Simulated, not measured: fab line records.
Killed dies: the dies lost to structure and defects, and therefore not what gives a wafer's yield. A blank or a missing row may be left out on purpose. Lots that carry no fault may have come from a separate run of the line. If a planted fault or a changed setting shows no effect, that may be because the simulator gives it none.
Which tool is to blame? || flow rit_cmos || 15 lots with 45 wafers sampled at 2 steps, on a route of 202 steps

== WHAT EACH GAUGE READ, for each wafer ==
RIT_NLDD_OVL_MEAS_06. Usual: NLDD_OVL 0.4 nm, standard deviation 1.2.
{"lot": "L559", "measured": "day 3 05:59", "on": "overlay-01", "NLDD_OVL (nm)": "-0.6 1.1 1.1", "flag": ""}
{"lot": "L560", "measured": "day 3 13:25", "on": "overlay-02", "NLDD_OVL (nm)": "0.1 0.9 1.4", "flag": ""}
{"lot": "L563", "measured": "day 4 01:52", "on": "overlay-02", "NLDD_OVL (nm)": "2.2 1.3 0.4", "flag": ""}
{"lot": "L564", "measured": "day 4 10:20", "on": "overlay-01", "NLDD_OVL (nm)": "-3.7 -1.0 -1.2", "flag": ""}
{"lot": "L565", "measured": "day 4 13:08", "on": "overlay-01", "NLDD_OVL (nm)": "0.8 0.8 0.4", "flag": ""}
{"lot": "L566", "measured": "day 4 19:10", "on": "overlay-02", "NLDD_OVL (nm)": "-0.7 0.7 -1.8", "flag": ""}
{"lot": "L567", "measured": "day 4 22:07", "on": "overlay-01", "NLDD_OVL (nm)": "-0.5 0.6 -2.8", "flag": ""}
{"lot": "L568", "measured": "day 5 05:22", "on": "overlay-01", "NLDD_OVL (nm)": "1.6 1.3 0.2", "flag": ""}
{"lot": "L569", "measured": "day 5 09:52", "on": "overlay-02", "NLDD_OVL (nm)": "-1.5 0.1 0.2", "flag": ""}
{"lot": "L571", "measured": "day 5 20:59", "on": "overlay-01", "NLDD_OVL (nm)": "-0.3 0.3 -2.0", "flag": ""}
{"lot": "L573", "measured": "day 6 07:18", "on": "overlay-01", "NLDD_OVL (nm)": "0.8 0.6 1.1", "flag": ""}
{"lot": "L574", "measured": "day 6 12:25", "on": "overlay-01", "NLDD_OVL (nm)": "-180.2 -177.4 -177.9", "flag": "OFF"}
{"lot": "L575", "measured": "day 6 14:51", "on": "overlay-01", "NLDD_OVL (nm)": "-179.3 -180.5 -180.8", "flag": "OFF"}
{"lot": "L579", "measured": "day 7 10:26", "on": "overlay-02", "NLDD_OVL (nm)": "-179.3 -180.4 -179.4", "flag": "OFF"}
{"lot": "L580", "measured": "day 7 17:59", "on": "overlay-01", "NLDD_OVL (nm)": "1.8 0.6 1.0", "flag": ""}

== TOOL THAT RAN EACH LOT (tool first, then ch and the chambers of the sampled wafers, then the start) ==
{"lot": "L559", "RIT_NLDD_EXPOSE_03": "iline_stepper-02 ch 0, day 3 05:35"}
{"lot": "L560", "RIT_NLDD_EXPOSE_03": "iline_stepper-02 ch 0, day 3 13:02"}
{"lot": "L563", "RIT_NLDD_EXPOSE_03": "iline_stepper-01 ch 0, day 4 01:26"}
{"lot": "L564", "RIT_NLDD_EXPOSE_03": "iline_stepper-02 ch 0, day 4 09:56"}
{"lot": "L565", "RIT_NLDD_EXPOSE_03": "iline_stepper-01 ch 0, day 4 12:47"}
{"lot": "L566", "RIT_NLDD_EXPOSE_03": "iline_stepper-02 ch 0, day 4 18:46"}
{"lot": "L567", "RIT_NLDD_EXPOSE_03": "iline_stepper-02 ch 0, day 4 21:44"}
{"lot": "L568", "RIT_NLDD_EXPOSE_03": "iline_stepper-02 ch 0, day 5 04:59"}
{"lot": "L569", "RIT_NLDD_EXPOSE_03": "iline_stepper-01 ch 0, day 5 09:29"}
{"lot": "L571", "RIT_NLDD_EXPOSE_03": "iline_stepper-02 ch 0, day 5 20:31"}
{"lot": "L573", "RIT_NLDD_EXPOSE_03": "iline_stepper-02 ch 0, day 6 06:54"}
{"lot": "L574", "RIT_NLDD_EXPOSE_03": "iline_stepper-01 ch 0, day 6 12:01"}
{"lot": "L575", "RIT_NLDD_EXPOSE_03": "iline_stepper-01 ch 0, day 6 14:29"}
{"lot": "L579", "RIT_NLDD_EXPOSE_03": "iline_stepper-01 ch 0, day 7 10:03"}
{"lot": "L580", "RIT_NLDD_EXPOSE_03": "iline_stepper-02 ch 0, day 7 17:36"}
- RIT_NLDD_EXPOSE_03: exposes mask M7, target cd 40700 nm.

== AS READ BY THE TOOLS THEMSELVES (means over the sampled wafers that have a number; for cases with no such wafer, the mark the record gives instead) ==
RIT_NLDD_EXPOSE_03. Usual: exposure_dose_mJ_cm2 250.00, standard deviation 0.23; stage_vel_mm_s 500.08 mm/s, standard deviation 0.21.
{"lot": "L559", "tool": "iline_stepper-02", "exposure_dose_mJ_cm2": 250.01, "stage_vel_mm_s (mm/s)": 500.13, "flag": ""}
{"lot": "L560", "tool": "iline_stepper-02", "exposure_dose_mJ_cm2": 250.00, "stage_vel_mm_s (mm/s)": 500.11, "flag": ""}
{"lot": "L563", "tool": "iline_stepper-01", "exposure_dose_mJ_cm2": 249.73, "stage_vel_mm_s (mm/s)": 499.99, "flag": ""}
{"lot": "L564", "tool": "iline_stepper-02", "exposure_dose_mJ_cm2": 250.13, "stage_vel_mm_s (mm/s)": 500.00, "flag": ""}
{"lot": "L565", "tool": "iline_stepper-01", "exposure_dose_mJ_cm2": 250.11, "stage_vel_mm_s (mm/s)": 500.18, "flag": ""}
{"lot": "L566", "tool": "iline_stepper-02", "exposure_dose_mJ_cm2": 250.05, "stage_vel_mm_s (mm/s)": 499.96, "flag": ""}
{"lot": "L567", "tool": "iline_stepper-02", "exposure_dose_mJ_cm2": 249.93, "stage_vel_mm_s (mm/s)": 500.02, "flag": ""}
{"lot": "L568", "tool": "iline_stepper-02", "exposure_dose_mJ_cm2": 250.15, "stage_vel_mm_s (mm/s)": 500.17, "flag": ""}
{"lot": "L569", "tool": "iline_stepper-01", "exposure_dose_mJ_cm2": 250.30, "stage_vel_mm_s (mm/s)": 499.96, "flag": ""}
{"lot": "L571", "tool": "iline_stepper-02", "exposure_dose_mJ_cm2": 250.07, "stage_vel_mm_s (mm/s)": 500.13, "flag": ""}
{"lot": "L573", "tool": "iline_stepper-02", "exposure_dose_mJ_cm2": 249.99, "stage_vel_mm_s (mm/s)": 500.12, "flag": ""}
{"lot": "L574", "tool": "iline_stepper-01", "exposure_dose_mJ_cm2": 250.06, "stage_vel_mm_s (mm/s)": 500.28, "flag": ""}
{"lot": "L575", "tool": "iline_stepper-01", "exposure_dose_mJ_cm2": 249.75, "stage_vel_mm_s (mm/s)": 500.28, "flag": ""}
{"lot": "L579", "tool": "iline_stepper-01", "exposure_dose_mJ_cm2": 250.04, "stage_vel_mm_s (mm/s)": 500.25, "flag": ""}
{"lot": "L580", "tool": "iline_stepper-02", "exposure_dose_mJ_cm2": 249.79, "stage_vel_mm_s (mm/s)": 500.22, "flag": ""}

== THE ANSWER, worked out from the rows above alone ==
Rule: lot off if the mean of its wafers having a number is beyond 3 standard deviations from the usual mean. Also off: a lot with no number at a reading for which 4 or more lots have one. The other lots that the step has rows for count as sound. The gauges are gone through in route order, then the tools' own readings, and for those a lot's mean is taken as printed above. At the first step where some lot is off, the reading lying furthest off is the one used; lots without a number count as furthest.
Off: at RIT_NLDD_OVL_MEAS_06 (NLDD_OVL), L574, L575, L579.
If a tool, at a process step before that reading, ran all the lots that are off and no sound lot after the first of them, it fits. Those tools and the gauges at RIT_NLDD_OVL_MEAS_06 are tried in the same way. One candidate fits, namely iline_stepper-01 at RIT_NLDD_EXPOSE_03. Its last sound lot is L569 (day 5 09:29), its first lot that is off L574 (day 6 12:01): a fault that began between those two fits.

== WHAT WAS PUT IN BY THE SIMULATOR ==
Scanner matching overlay: iline_stepper-01, from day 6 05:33 on, at RIT_NLDD_EXPOSE_03. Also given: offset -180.
Shown lots that were struck: L574, L575, L579. The rule given above showed the same thing.
